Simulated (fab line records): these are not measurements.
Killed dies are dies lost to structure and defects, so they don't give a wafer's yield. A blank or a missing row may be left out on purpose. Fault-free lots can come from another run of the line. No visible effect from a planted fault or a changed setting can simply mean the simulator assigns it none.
Matching of chambers | flow berkeley-cmos170 | rie-diel-02 running UCB170_CONTACT_ETCH_17: 4 sister chambers
The step etches BARC in N2/H2. 8 wafers are shown with their chamber, then 8 later ones without.

## WAFERS WITH THEIR CHAMBER
wafer  | chamber | drypump-motor-current-A (A) | throttle-valve-pct (%)
L149.3 | 0       | 5.6                         | 13.26
L152.3 | 2       | 6.2                         | 13.22
L155.3 | 2       | 6.2                         | 13.22
L155.5 | 3       | 5.2                         | 13.36
L157.2 | 0       | 5.6                         | 13.29
L157.3 | 1       | 6.3                         | 13.21
L157.4 | 3       | 5.2                         | 13.36
L159.4 | 1       | 6.4                         | 13.21

## WAFERS WHOSE CHAMBER IS MISSING
wafer  | drypump-motor-current-A (A) | throttle-valve-pct (%)
L159.5 | 5.5                         | 13.28
L159.6 | 5.2                         | 13.36
L162.1 | 6.4                         | 13.24
L162.3 | 5.2                         | 13.36
L162.6 | 6.4                         | 13.24
L165.2 | 6.2                         | 13.22
L165.5 | 5.2                         | 13.36
L165.6 | 6.2                         | 13.23

## EACH ONE'S CHAMBER
wafer  | from the rows above | in truth
L159.5 | 0                   | 0
L159.6 | 3                   | 3
L162.1 | 1                   | 1
L162.3 | 3                   | 3
L162.6 | 1                   | 1
L165.2 | 2                   | 2
L165.5 | 3                   | 3
L165.6 | 2                   | 2
8 of 8 placed correctly. Can't be placed from these rows: 0. Placed wrongly: 0.
How it was worked out, from the rows above alone: a wafer's distance from a chamber is the root of the sum, over the readings, of the square of ((its reading less the chamber's mean) divided by the reading's scatter). If the next closest chamber is less than 2 further off than the closest, the wafer can't be placed; otherwise it belongs to the closest. The mean given for a chamber averages the wafers shown for that chamber. The scatter: the root of (the sum of the squares of (reading less its chamber's mean) over the shown wafers, divided by (wafers less chambers)).
